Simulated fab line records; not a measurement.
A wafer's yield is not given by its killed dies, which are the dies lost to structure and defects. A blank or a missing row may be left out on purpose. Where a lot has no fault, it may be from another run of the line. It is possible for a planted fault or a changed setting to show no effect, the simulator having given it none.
Which tool did it? :: flow ritCmos :: 14 lots with 42 wafers sampled at 2 steps, on a route of 202 steps

## WHAT THE GAUGES READ, wafer by wafer
The record holds no reading of a measuring or inspecting step that can be judged against a usual standard deviation.

## EACH LOT AND THE TOOL THAT RAN IT (in order: tool; ch and the chambers of the sampled wafers; start)
lot: L350
RIT_M1_DEVELOP_08: lithoTrack-02 ch 0, day 3 11:00
RIT_M1_PROBE_99: -

lot: L351
RIT_M1_DEVELOP_08: lithoTrack-04 ch 0, day 3 15:00
RIT_M1_PROBE_99: -

lot: L352
RIT_M1_DEVELOP_08: lithoTrack-01 ch 0, day 3 22:00
RIT_M1_PROBE_99: -

lot: L358
RIT_M1_DEVELOP_08: lithoTrack-02 ch 0, day 5 03:00
RIT_M1_PROBE_99: -

lot: L360
RIT_M1_DEVELOP_08: lithoTrack-02 ch 0, day 5 12:00
RIT_M1_PROBE_99: -

lot: L361
RIT_M1_DEVELOP_08: lithoTrack-01 ch 0, day 5 17:00
RIT_M1_PROBE_99: -

lot: L364
RIT_M1_DEVELOP_08: lithoTrack-04 ch 0, day 6 13:00
RIT_M1_PROBE_99: -

lot: L367
RIT_M1_DEVELOP_08: lithoTrack-04 ch 0, day 7 01:00
RIT_M1_PROBE_99: prober-01, day 7 05:43

lot: L368
RIT_M1_DEVELOP_08: lithoTrack-04 ch 0, day 7 05:00
RIT_M1_PROBE_99: -

lot: L369
RIT_M1_DEVELOP_08: lithoTrack-01 ch 0, day 7 19:00
RIT_M1_PROBE_99: prober-01, day 7 22:11

lot: L370
RIT_M1_DEVELOP_08: lithoTrack-04 ch 0, day 7 19:00
RIT_M1_PROBE_99: -

lot: L371
RIT_M1_DEVELOP_08: lithoTrack-01 ch 0, day 7 23:00
RIT_M1_PROBE_99: -

lot: L372
RIT_M1_DEVELOP_08: lithoTrack-01 ch 0, day 8 03:00
RIT_M1_PROBE_99: -

lot: L373
RIT_M1_DEVELOP_08: lithoTrack-01 ch 0, day 8 08:00
RIT_M1_PROBE_99: -
- RIT_M1_DEVELOP_08: develop time 68 s.
- RIT_M1_PROBE_99

## WHAT THE TOOLS THEMSELVES READ (means of the sampled wafers that have a number; where no wafer has one, the mark that the record gives instead)
RIT_M1_DEVELOP_08. Usual: developerTempC at 22.98 C, with a standard deviation of 0.11.
lot: L350
tool: lithoTrack-02
developerTempC (C): 22.91
flag: 

lot: L351
tool: lithoTrack-04
developerTempC (C): 22.98
flag: 

lot: L352
tool: lithoTrack-01
developerTempC (C): 22.98
flag: 

lot: L358
tool: lithoTrack-02
developerTempC (C): 23.60
flag: OFF

lot: L360
tool: lithoTrack-02
developerTempC (C): 23.59
flag: OFF

lot: L361
tool: lithoTrack-01
developerTempC (C): 23.14
flag: 

lot: L364
tool: lithoTrack-04
developerTempC (C): 23.10
flag: 

lot: L367
tool: lithoTrack-04
developerTempC (C): 22.91
flag: 

lot: L368
tool: lithoTrack-04
developerTempC (C): 22.95
flag: 

lot: L369
tool: lithoTrack-01
developerTempC (C): 22.85
flag: 

lot: L370
tool: lithoTrack-04
developerTempC (C): 22.91
flag: 

lot: L371
tool: lithoTrack-01
developerTempC (C): 22.99
flag: 

lot: L372
tool: lithoTrack-01
developerTempC (C): 23.03
flag: 

lot: L373
tool: lithoTrack-01
developerTempC (C): 22.96
flag: 

RIT_M1_PROBE_99. Usual: defectLimitedYield 97.5 %, standard deviation 1.1; killed_at_M0_to_M3 0.0, standard deviation 0.12; killedAtContacts 0.0, standard deviation 0.2; killedAtFrontEnd 6.6, standard deviation 2.8; killedDies 6.6, standard deviation 2.8; killedOpen 3.3, standard deviation 1.9; killedShort 3.2, standard deviation 1.8; sort_bin_3_pad_short 0.1 %, standard deviation 0.2; sort_bin_5_function 1.4 %, standard deviation 0.83; sort_bin_6_memory 0.9 %, standard deviation 0.55; sortNPass 257.4, standard deviation 2.8; sortYieldPct 97.5 %, standard deviation 1.1.
lot: L367
tool: prober-01
defectLimitedYield (%): 98.0
killed_at_M0_to_M3: 0.3
killedAtContacts: 0.0
killedAtFrontEnd: 5.0
killedDies: 5.3
killedOpen: 3.3
killedShort: 2.0
sort_bin_3_pad_short (%): 0.1
sort_bin_5_function (%): 0.9
sort_bin_6_memory (%): 1.0
sortNPass: 258.7
sortYieldPct (%): 98.0
flag: 

lot: L369
tool: prober-01
defectLimitedYield (%): 97.6
killed_at_M0_to_M3: 0.0
killedAtContacts: 0.3
killedAtFrontEnd: 6.0
killedDies: 6.3
killedOpen: 2.7
killedShort: 3.7
sort_bin_3_pad_short (%): 0.0
sort_bin_5_function (%): 1.4
sort_bin_6_memory (%): 1.0
sortNPass: 257.7
sortYieldPct (%): 97.6
flag: 

## THE ANSWER, worked out from the rows above alone
Rule: take the mean of a lot's wafers that have a number; if it is more than 3 standard deviations from the usual mean, the lot is off. Also off: a lot with no number at a reading for which 4 or more lots have one. Any other lot the step has rows for is counted as sound. After the gauges, taken in route order, come the tools' own readings; for these a lot's mean is taken, as printed above. At the first step where some lot is off, the reading lying furthest off is the one used; lots without a number count as furthest.
Off: L358, L360 (RIT_M1_DEVELOP_08, developerTempC).
A tool fits if, at that step or a process step before it, it ran every lot that is off, and no sound lot after the first of them. One fits: lithoTrack-02 at RIT_M1_DEVELOP_08. Its last sound lot is L350 (day 3 11:00), its first lot that is off L358 (day 5 03:00): a fault that began between those two fits.
On the lots that are off, the tool's own readings at RIT_M1_DEVELOP_08 differ by more than 5 times the standard deviation of the sound lots' means, which bears it out; developerTempC reads 23.59 C there versus 22.98 C on the sound lots.

## WHAT THE SIMULATOR PUT IN
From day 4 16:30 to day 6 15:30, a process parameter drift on lithoTrack-02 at RIT_M1_DEVELOP_08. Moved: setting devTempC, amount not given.
Lots struck among those shown: L358, L360. This agrees with what the rule above found.
